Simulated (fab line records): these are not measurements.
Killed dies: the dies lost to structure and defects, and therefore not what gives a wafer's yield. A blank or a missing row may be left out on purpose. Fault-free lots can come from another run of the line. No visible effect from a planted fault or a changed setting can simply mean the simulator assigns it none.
Which tool did it? / flow berkeley_cmos170 / Sampling: 13 lots, 39 wafers, 4 of 331 route steps

WHAT EACH GAUGE READ, for each wafer
UCB170_NWELL_TW_MEAS_16.
lot=L883; measured=day 2 17:17; on=film_metro-01; NWELL_TW=1259 1255 1257
lot=L884; measured=day 2 18:01; on=film_metro-02; NWELL_TW=1237 1239 1229
lot=L885; measured=day 2 20:37; on=film_metro-02; NWELL_TW=1235 1230 1241
lot=L886; measured=day 3 01:41; on=film_metro-02; NWELL_TW=1240 1238 1237
lot=L889; measured=day 3 19:46; on=film_metro-04; NWELL_TW=1240 1239 1243
lot=L894; measured=day 4 18:48; on=film_metro-02; NWELL_TW=1296 1299 1296 1294 1291 1291
lot=L895; measured=day 4 23:35; on=film_metro-04; NWELL_TW=1309 1301 1304 1304 1298 1301
lot=L898; measured=day 5 12:14; on=film_metro-02; NWELL_TW=1256 1248 1248
lot=L900; measured=day 6 01:46; on=film_metro-02; NWELL_TW=1247 1235 1238
lot=L903; measured=day 6 10:59; on=film_metro-02; NWELL_TW=1236 1241 1238
lot=L904; measured=day 6 22:47; on=film_metro-04; NWELL_TW=1241 1244 1242
lot=L905; measured=day 6 23:08; on=film_metro-01; NWELL_TW=1261 1263 1261
lot=L906; measured=day 7 09:35; on=film_metro-02; NWELL_TW=1241 1246 1236

UCB170_PFIELD_TW_MEAS_09.
lot=L883; measured=day 4 22:08; on=film_metro-04; PFIELD_TW=596 596 597
lot=L884; measured=day 5 03:47; on=film_metro-04; PFIELD_TW=596 599 596
lot=L885; measured=day 4 21:57; on=film_metro-01; PFIELD_TW=605 603 605
lot=L886; measured=day 5 03:26; on=film_metro-04; PFIELD_TW=595 600 598
lot=L889; measured=day 6 03:40; on=film_metro-02; PFIELD_TW=594 592 595
lot=L894; measured=day 7 02:38; on=film_metro-02; PFIELD_TW=593 596 595
lot=L895; measured=day 7 05:56; on=film_metro-02; PFIELD_TW=594 595 593
lot=L898; measured=day 7 21:29; on=film_metro-04; PFIELD_TW=591 593 598
lot=L900; measured=day 8 09:30; on=film_metro-01; PFIELD_TW=602 603 605
lot=L903; measured=day 8 16:28; on=film_metro-01; PFIELD_TW=603 603 601
lot=L904; measured=day 9 06:28; on=film_metro-02; PFIELD_TW=600 592 596
lot=L905; measured=day 9 05:50; on=film_metro-04; PFIELD_TW=596 596 601
lot=L906; measured=day 9 17:40; on=film_metro-01; PFIELD_TW=601 602 603

EACH LOT AND THE TOOL THAT RAN IT (in order: tool; ch and the chambers of the sampled wafers; start)
lot=L883; UCB170_NWELL_IMPLANT_14=implanter-01 ch 0, day 2 17:04; UCB170_PWELL_STRIP_16=plasma_asher-02 ch 0,1, day 3 12:08
lot=L884; UCB170_NWELL_IMPLANT_14=implanter-01 ch 0, day 2 17:46; UCB170_PWELL_STRIP_16=plasma_asher-04 ch 0,1, day 3 12:13
lot=L885; UCB170_NWELL_IMPLANT_14=implanter-03 ch 0, day 2 20:23; UCB170_PWELL_STRIP_16=plasma_asher-03 ch 0,1, day 3 12:00
lot=L886; UCB170_NWELL_IMPLANT_14=implanter-01 ch 0, day 3 01:26; UCB170_PWELL_STRIP_16=plasma_asher-03 ch 0, day 3 19:22
lot=L889; UCB170_NWELL_IMPLANT_14=implanter-03 ch 0, day 3 19:32; UCB170_PWELL_STRIP_16=plasma_asher-03 ch 0,1, day 4 15:45
lot=L894; UCB170_NWELL_IMPLANT_14=implanter-01 ch 0, day 4 18:34; UCB170_PWELL_STRIP_16=plasma_asher-04 ch 0, day 5 15:51
lot=L895; UCB170_NWELL_IMPLANT_14=implanter-01 ch 0, day 4 23:21; UCB170_PWELL_STRIP_16=plasma_asher-02 ch 0,1, day 5 20:43
lot=L898; UCB170_NWELL_IMPLANT_14=implanter-03 ch 0, day 5 11:59; UCB170_PWELL_STRIP_16=plasma_asher-02 ch 0,1, day 6 07:48
lot=L900; UCB170_NWELL_IMPLANT_14=implanter-04 ch 0, day 6 01:31; UCB170_PWELL_STRIP_16=plasma_asher-02 ch 0,1, day 6 20:26
lot=L903; UCB170_NWELL_IMPLANT_14=implanter-03 ch 0, day 6 10:44; UCB170_PWELL_STRIP_16=plasma_asher-02 ch 0,1, day 7 06:57
lot=L904; UCB170_NWELL_IMPLANT_14=implanter-03 ch 0, day 6 22:32; UCB170_PWELL_STRIP_16=plasma_asher-02 ch 0, day 7 19:45
lot=L905; UCB170_NWELL_IMPLANT_14=implanter-04 ch 0, day 6 22:54; UCB170_PWELL_STRIP_16=plasma_asher-04 ch 0,1, day 7 19:46
lot=L906; UCB170_NWELL_IMPLANT_14=implanter-04 ch 0, day 7 09:20; UCB170_PWELL_STRIP_16=plasma_asher-04 ch 0,1, day 8 03:49
- UCB170_NWELL_IMPLANT_14
- UCB170_PWELL_STRIP_16: strips in O2.

WHAT THE TOOLS THEMSELVES READ (means of the sampled wafers that have a number; where no wafer has one, the mark that the record gives instead)
UCB170_NWELL_IMPLANT_14.
lot=L883; tool=implanter-01; dose_ions_cm2=9.9893e+12; faraday_current_uA=32.4; tilt_deg (degrees)=7.009
lot=L884; tool=implanter-01; dose_ions_cm2=1.0011e+13; faraday_current_uA=32.0; tilt_deg (degrees)=6.994
lot=L885; tool=implanter-03; dose_ions_cm2=1.0002e+13; faraday_current_uA=31.5; tilt_deg (degrees)=6.993
lot=L886; tool=implanter-01; dose_ions_cm2=1.0004e+13; faraday_current_uA=32.2; tilt_deg (degrees)=6.999
lot=L889; tool=implanter-03; dose_ions_cm2=1.0003e+13; faraday_current_uA=31.4; tilt_deg (degrees)=7.010
lot=L894; tool=implanter-01; dose_ions_cm2=1.1583e+13; faraday_current_uA=36.7; tilt_deg (degrees)=7.026
lot=L895; tool=implanter-01; dose_ions_cm2=1.1593e+13; faraday_current_uA=36.5; tilt_deg (degrees)=6.969
lot=L898; tool=implanter-03; dose_ions_cm2=1.0005e+13; faraday_current_uA=32.1; tilt_deg (degrees)=6.993
lot=L900; tool=implanter-04; dose_ions_cm2=1.0004e+13; faraday_current_uA=31.6; tilt_deg (degrees)=6.964
lot=L903; tool=implanter-03; dose_ions_cm2=1.0018e+13; faraday_current_uA=31.8; tilt_deg (degrees)=6.982
lot=L904; tool=implanter-03; dose_ions_cm2=1.0005e+13; faraday_current_uA=31.9; tilt_deg (degrees)=6.994
lot=L905; tool=implanter-04; dose_ions_cm2=1.0004e+13; faraday_current_uA=32.0; tilt_deg (degrees)=7.038
lot=L906; tool=implanter-04; dose_ions_cm2=9.9997e+12; faraday_current_uA=30.9; tilt_deg (degrees)=7.026

UCB170_PWELL_STRIP_16.
lot=L883; tool=plasma_asher-02; drypump_motor_current_A (A)=5.6; oes_product_au (a.u.)=0.719; strip_time_to_endpoint_s (s)=18.04
lot=L884; tool=plasma_asher-04; drypump_motor_current_A (A)=5.7; oes_product_au (a.u.)=0.719; strip_time_to_endpoint_s (s)=18.12
lot=L885; tool=plasma_asher-03; drypump_motor_current_A (A)=6.2; oes_product_au (a.u.)=0.720; strip_time_to_endpoint_s (s)=18.15
lot=L886; tool=plasma_asher-03; drypump_motor_current_A (A)=5.9; oes_product_au (a.u.)=0.726; strip_time_to_endpoint_s (s)=18.10
lot=L889; tool=plasma_asher-03; drypump_motor_current_A (A)=6.2; oes_product_au (a.u.)=0.722; strip_time_to_endpoint_s (s)=18.11
lot=L894; tool=plasma_asher-04; drypump_motor_current_A (A)=5.2; oes_product_au (a.u.)=0.722; strip_time_to_endpoint_s (s)=18.03
lot=L895; tool=plasma_asher-02; drypump_motor_current_A (A)=5.6; oes_product_au (a.u.)=0.721; strip_time_to_endpoint_s (s)=18.14
lot=L898; tool=plasma_asher-02; drypump_motor_current_A (A)=5.5; oes_product_au (a.u.)=0.720; strip_time_to_endpoint_s (s)=18.18
lot=L900; tool=plasma_asher-02; drypump_motor_current_A (A)=5.5; oes_product_au (a.u.)=0.723; strip_time_to_endpoint_s (s)=18.14
lot=L903; tool=plasma_asher-02; drypump_motor_current_A (A)=5.6; oes_product_au (a.u.)=0.720; strip_time_to_endpoint_s (s)=17.93
lot=L904; tool=plasma_asher-02; drypump_motor_current_A (A)=5.7; oes_product_au (a.u.)=0.720; strip_time_to_endpoint_s (s)=18.18
lot=L905; tool=plasma_asher-04; drypump_motor_current_A (A)=5.7; oes_product_au (a.u.)=0.724; strip_time_to_endpoint_s (s)=18.09
lot=L906; tool=plasma_asher-04; drypump_motor_current_A (A)=5.7; oes_product_au (a.u.)=0.720; strip_time_to_endpoint_s (s)=17.95

THE ANSWER, worked out from the rows above alone
Rule: usual is defined by the lots themselves. The widest of any qualifying gaps counts: lots, ordered by their means at a reading, are off when they make up no more than a third of the lots, leave a main group of 4 or more, and stand apart from it by 3 or more times the standard deviation of that group's means. Not used: any main group whose means are identical at the precision the tables above print for the reading. A lot without any number at a reading at which 4 lots or more have one is off too. All remaining lots with rows at the step are treated as sound. Order of review: gauges by route order, followed by the tools' own readings, for which a lot's mean as printed above is used. At the first step where some lot is off, the reading lying furthest off is the one used; lots without a number count as furthest.
Off: at UCB170_NWELL_TW_MEAS_16 (NWELL_TW), L894, L895. The main group has a mean of 1244 with a standard deviation of 8.4.
If a tool, at a process step before that reading, ran all the lots that are off and no sound lot after the first of them, it fits. Not tried: the gauges at UCB170_NWELL_TW_MEAS_16; whatever is off there is also off at UCB170_NWELL_IMPLANT_14, on other tools, and gauge error can't account for it. One candidate fits, namely implanter-01 at UCB170_NWELL_IMPLANT_14. Its last sound lot is L886 (day 3 01:26), its first lot that is off L894 (day 4 18:34): a fault that began between those two fits.
The tool's own readings at UCB170_NWELL_IMPLANT_14 bear it out: on the lots that are off they differ by more than 5 times the standard deviation of the sound lots' means. dose_ions_cm2 reads 1.1588e+13 there against 1.0004e+13 on the sound lots; faraday_current_uA reads 36.6 there against 31.8 on the sound lots.

WHAT THE SIMULATOR PUT IN
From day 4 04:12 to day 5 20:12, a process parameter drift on implanter-01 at UCB170_NWELL_IMPLANT_14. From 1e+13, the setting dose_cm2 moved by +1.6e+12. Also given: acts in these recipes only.
Shown lots that were struck: L894, L895. The rule given above showed the same thing.
